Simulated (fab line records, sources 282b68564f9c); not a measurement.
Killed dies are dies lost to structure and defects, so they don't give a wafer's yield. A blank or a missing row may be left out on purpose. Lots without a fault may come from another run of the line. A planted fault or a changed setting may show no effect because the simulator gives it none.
Which tool did it? | flow rit_cmos | 14 lots, 42 wafers sampled, at 2 steps of a route of 202

WHAT THE GAUGES READ, wafer by wafer
The record holds no reading of a measuring or inspecting step that can be judged against a usual standard deviation.

WHICH TOOL RAN EACH LOT (tool, then ch and the chambers of the sampled wafers, then the start)
lot  | RIT_PRETRO_IMPLANT_08          | RIT_M1_PROBE_99
L356 | implanter-02 ch 0, day 2 06:45 | -
L357 | implanter-01 ch 0, day 2 13:08 | -
L358 | implanter-01 ch 0, day 2 17:20 | -
L359 | implanter-01 ch 0, day 2 23:50 | -
L360 | implanter-01 ch 0, day 3 03:27 | -
L362 | implanter-01 ch 0, day 3 12:38 | prober-02, day 4 14:02
L370 | implanter-02 ch 0, day 5 05:51 | -
L373 | implanter-02 ch 0, day 5 20:11 | -
L374 | implanter-02 ch 0, day 6 01:59 | -
L375 | implanter-01 ch 0, day 6 06:31 | prober-01, day 7 09:26
L376 | implanter-04 ch 0, day 6 11:40 | -
L377 | implanter-01 ch 0, day 6 16:38 | -
L378 | implanter-04 ch 0, day 6 21:34 | -
L379 | implanter-04 ch 0, day 7 01:43 | -
- RIT_PRETRO_IMPLANT_08
- RIT_M1_PROBE_99

WHAT THE TOOLS THEMSELVES READ (means of the sampled wafers that have a number; where no wafer has one, the mark that the record gives instead)
RIT_PRETRO_IMPLANT_08. Usual: beam_on_s 10.01 s, standard deviation 0.23; end_station_pressure_torr 5.04e-06 Torr, standard deviation 2.6e-07; tilt_deg 7.009 degrees, standard deviation 0.02.
lot  | tool         | beam_on_s (s) | end_station_pressure_torr (Torr) | tilt_deg (degrees) | flag
L356 | implanter-02 | 10.09         | 5.16e-06                         | 7.001              |
L357 | implanter-01 | 10.09         | 4.71e-06                         | 6.958              |
L358 | implanter-01 | 9.97          | 5.03e-06                         | 7.018              |
L359 | implanter-01 | 10.15         | 4.81e-06                         | 4.495              | OFF
L360 | implanter-01 | 9.97          | 5.02e-06                         | 4.468              | OFF
L362 | implanter-01 | 10.13         | 4.99e-06                         | 4.513              | OFF
L370 | implanter-02 | 9.91          | 4.82e-06                         | 6.993              |
L373 | implanter-02 | 9.99          | 5.01e-06                         | 6.994              |
L374 | implanter-02 | 9.86          | 5.19e-06                         | 6.994              |
L375 | implanter-01 | 9.85          | 5.19e-06                         | 7.011              |
L376 | implanter-04 | 9.92          | 5.24e-06                         | 7.017              |
L377 | implanter-01 | 9.91          | 4.97e-06                         | 7.014              |
L378 | implanter-04 | 10.17         | 5.17e-06                         | 7.015              |
L379 | implanter-04 | 9.76          | 4.65e-06                         | 7.021              |

RIT_M1_PROBE_99. Usual: killed_at_contacts 0.1, standard deviation 0.36; killed_at_front_end 7, standard deviation 3.4; killed_dies 7, standard deviation 3.4; killed_open 3.3, standard deviation 2; killed_short 3.8, standard deviation 2.4.
lot  | tool      | killed_at_contacts | killed_at_front_end | killed_dies | killed_open | killed_short | flag
L362 | prober-02 | 0.0                | 6                   | 6           | 3.7         | 2.7          |
L375 | prober-01 | 0.0                | 8                   | 8           | 3.3         | 5.0          |

THE ANSWER, worked out from the rows above alone
Rule: a lot is off if the mean of its wafers that have a number lies more than 3 standard deviations from the usual mean. A lot without any number at a reading at which 4 lots or more have one is off too. The other lots that the step has rows for count as sound. The gauges are gone through in route order, then the tools' own readings, and for those a lot's mean is taken as printed above. The first step at which some lot is off is used, and at that step the reading that is off furthest; a lot without a number counts as furthest.
Off: L359, L360, L362, at RIT_PRETRO_IMPLANT_08 (tilt_deg).
A tool fits if, at that step or a process step before it, it ran every lot that is off, and no sound lot after the first of them. None of those tried fits.

WHAT THE SIMULATOR HAD PUT IN
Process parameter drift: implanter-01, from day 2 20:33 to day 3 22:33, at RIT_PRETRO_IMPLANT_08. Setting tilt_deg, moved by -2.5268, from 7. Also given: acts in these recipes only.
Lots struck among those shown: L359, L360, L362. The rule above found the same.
